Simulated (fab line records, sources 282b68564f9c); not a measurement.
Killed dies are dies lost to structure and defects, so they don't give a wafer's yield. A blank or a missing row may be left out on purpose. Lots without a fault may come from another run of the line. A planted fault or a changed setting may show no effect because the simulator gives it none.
A struck lot beside a sound one | flow rit_cmos | 27 steps out of a route of 202
Sound: wafers L103.1, L103.2, L103.3. Struck: wafers L121.1, L121.3, L121.6. The cause comes at the end.
At each step with rows: each side's tool, then ch and its chambers, then its first start. Under that, the readings that differ: sound wafers | struck wafers | difference of the means | sigmas: that difference in standard deviations of wafers without a fault.
alike: readings whose means differ by less than 2 such deviations, and words and numbers that are the same on both sides. not compared: withheld readings, readings that some wafer has no value for, bounds like >300 that may hide the same value, and numbers for which the record gives no deviation and whose values overlap.
The two part at a step that has a row with sigmas, a row that says differs or no value, or rows on one side only. Numbers that don't overlap but have no deviation are shown without sigmas and don't part them. A reading that every wafer of one side lacks parts them only if that side has two wafers or more.

first, 4 steps without rows for these wafers: RIT_CONTACT_SOFTBAKE_04 (time 60 s); RIT_CONTACT_EXPOSE_05 (exposes mask M11, target cd 1000 nm); RIT_CONTACT_PEB_06; RIT_CONTACT_DEVELOP_07 (develop time 120 s).
RIT_CONTACT_CD_MEAS_08: target cd 1000 nm.
  sound on cd_sem-01, day 3 17:20; struck on cd_sem-02, day 7 09:47
  alike: cd_nm
RIT_CONTACT_OVL_MEAS_09:
  sound on overlay-01, day 3 17:28; struck on overlay-01, day 7 09:54
  alike: CONTACT_OVL
then, 1 step without rows for these wafers: RIT_CONTACT_HARDBAKE_10 (time 60 s).
RIT_CONTACT_ETCH_11: etches SiO2 in CHF3/CF4/Ar, stops on TiSi2, target depth 480 nm, time 320 s.
  sound on rie_diel-03 ch 0,1,3, day 3 17:39; struck on rie_diel-03 ch 0,3, day 7 10:05
  alike: drypump_motor_current_A, oes_product_au, rf_fwd_power_W, throttle_valve_pct
  not compared: rf_hours_counter_h
RIT_CONTACT_STRIP_12: strips in O2, time 180 s.
  sound on plasma_asher-04 ch 0,1, day 3 17:50; struck on plasma_asher-02 ch 1, day 7 10:17
  reading                     | sound          | struck         | difference | sigmas
  drypump_motor_current_A (A) | 5.40 4.87 4.87 | 5.73 5.69 5.71 | +0.66      | +2
  not compared: rf_hours_counter_h
RIT_CONTACT_CD_MEAS_90: target cd 1000 nm.
  sound on cd_sem-02, day 3 18:01; struck on cd_sem-02, day 7 10:28
  alike: cd_nm
then, 2 steps without rows for these wafers: RIT_CONTACT_CLEAN_13 (cleans in SC1, time 600 s); RIT_CONTACT_CLEAN_14 (cleans in SC2, time 600 s).
RIT_M1_SPUTTER_00: material Al, target thk 400 nm, time 500 s.
  sound on pvd_sputter-03, day 3 18:29; struck on pvd_sputter-04, day 7 10:58
  reading                               | sound                | struck               | difference | sigmas
  chamber_pressure_pa (Pa)              | 0.3998 0.4008 0.3993 | 0.3526 0.3518 0.3536 | -0.0473    | -71
  throttle_valve_pct (%)                | 28.7 28.8 29.7       | 31.1 33.4 33.8       | +3.7       | +3
  model.Al_of_M1_SPUTTER_00.thk_nm (nm) | 394.7 402.1 391.4    | 405.9 409 406.8      | +11.2      |
RIT_M1_RS_MEAS_01: measures by four-point-probe.
  sound on film_metro-03, day 3 18:47; struck on film_metro-02, day 7 11:16
  reading           | sound                | struck               | difference | sigmas
  M1_AL_RS (ohm/sq) | 0.0744 0.0730 0.0751 | 0.0715 0.0711 0.0715 | -0.0028    | -4
RIT_M1_THK_MEAS_02: measures by xrf.
  sound on film_metro-03, day 3 18:54; struck on film_metro-02, day 7 11:23
  reading        | sound       | struck      | difference | sigmas
  M1_AL_THK (nm) | 402 408 398 | 411 416 413 | +11        | +2
then, 6 steps without rows for these wafers: RIT_M1_HMDS_03 (prime time 60 s); RIT_M1_COAT_04 (resist thk 1300 nm); RIT_M1_SOFTBAKE_05 (time 60 s); RIT_M1_EXPOSE_06 (exposes mask M12, target cd 2600 nm); RIT_M1_PEB_07; RIT_M1_DEVELOP_08 (develop time 68 s).
RIT_M1_CD_MEAS_09: target cd 2600 nm.
  sound on cd_sem-01, day 3 19:59; struck on cd_sem-02, day 7 12:26
  alike: cd_nm
RIT_M1_OVL_MEAS_10:
  sound on overlay-01, day 3 20:06; struck on overlay-01, day 7 12:34
  alike: M1_OVL
then, 1 step without rows for these wafers: RIT_M1_HARDBAKE_11 (time 120 s).
RIT_M1_METAL_ETCH_12: etches Al in Cl2/BCl3, stops on SiO2, time 165 s, target depth 600 nm.
  sound on rie_metal-04 ch 0,1, day 3 20:23; struck on rie_metal-01 ch 0,1, day 7 12:51
  reading                        | sound             | struck            | difference | sigmas
  model.etch.depth_nm (nm)       | 394.7 402.1 391.4 | 405.9 409 406.8   | +11.2      |
  model.M1.feature_depth_nm (nm) | 427.9 434.6 424.2 | 438.8 441.7 439.4 | +11.1      |
  alike: drypump_motor_current_A, oes_product_au, rf_fwd_power_W, throttle_valve_pct
  not compared: rf_hours_counter_h
then, 1 step without rows for these wafers: RIT_M1_STRIP_13 (strips in nmp, time 600 s).
RIT_M1_PROBE_99:
  sound on prober-01, day 3 22:38; struck on prober-01, day 7 15:57
  alike: killed_at_front_end, killed_dies, killed_open, killed_short
  not compared: model.etest.m1.rs_ohm_sq

WHERE THEY PART
First at RIT_CONTACT_STRIP_12; last, within this record, at RIT_M1_THK_MEAS_02. Later steps at which nothing parts them and some readings are alike: RIT_M1_CD_MEAS_09, RIT_M1_OVL_MEAS_10, RIT_M1_METAL_ETCH_12, RIT_M1_PROBE_99.

WHY: what the simulator had put in
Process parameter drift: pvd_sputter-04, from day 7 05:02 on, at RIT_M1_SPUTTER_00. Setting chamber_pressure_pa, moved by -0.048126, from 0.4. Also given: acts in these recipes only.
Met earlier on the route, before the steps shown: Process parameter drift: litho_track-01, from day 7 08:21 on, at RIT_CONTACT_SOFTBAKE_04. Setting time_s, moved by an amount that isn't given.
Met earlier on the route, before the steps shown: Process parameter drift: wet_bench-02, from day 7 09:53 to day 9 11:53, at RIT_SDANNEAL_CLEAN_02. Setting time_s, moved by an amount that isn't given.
